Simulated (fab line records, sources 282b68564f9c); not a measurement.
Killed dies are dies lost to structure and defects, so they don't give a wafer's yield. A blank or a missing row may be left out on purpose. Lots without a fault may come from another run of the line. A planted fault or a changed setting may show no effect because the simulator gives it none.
Chamber matching | flow rit_cmos | RIT_GATE_ETCH_19 on rie_si-02: 4 sister chambers
The step etches poly-Si in SF6/CHF3/O2, stops on SiO2, time 165 s, target depth 312.5 nm. 4 wafers are shown with their chamber, then 7 later ones without.

WAFERS WITH THEIR CHAMBER
wafer  | chamber | throttle_valve_pct (%)
L436.5 | 0       | 10.20
L436.6 | 1       | 10.52
L442.3 | 3       | 10.18
L442.4 | 2       | 10.28

WAFERS WITHOUT THEIR CHAMBER
wafer  | throttle_valve_pct (%)
L442.5 | 10.53
L444.1 | 10.52
L444.3 | 10.21
L444.4 | 10.17
L450.2 | 10.29
L450.4 | 10.29
L450.5 | 10.20

WHICH CHAMBER EACH WENT THROUGH
wafer  | from the rows above | in truth
L442.5 | 1                   | 1
L444.1 | 1                   | 1
L444.3 | 0                   | 0
L444.4 | 3                   | 3
L450.2 | 2                   | 2
L450.4 | 2                   | 2
L450.5 | 0                   | 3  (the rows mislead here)
Placed correctly: 6 of 7. Can't be placed from these rows: 0. Placed wrongly: 1.
How it was worked out, from the rows above alone: a wafer's distance from a chamber is the root of the sum, over the readings, of the square of ((its reading less the chamber's mean) divided by the reading's scatter). The wafer belongs to the nearest chamber; if the next one is less than 2 further off, it can't be placed. A chamber's mean is the mean of its shown wafers. The scatter: with one shown wafer a chamber, the root of the mean of the squares of how far each hidden wafer lies from its nearest shown one.
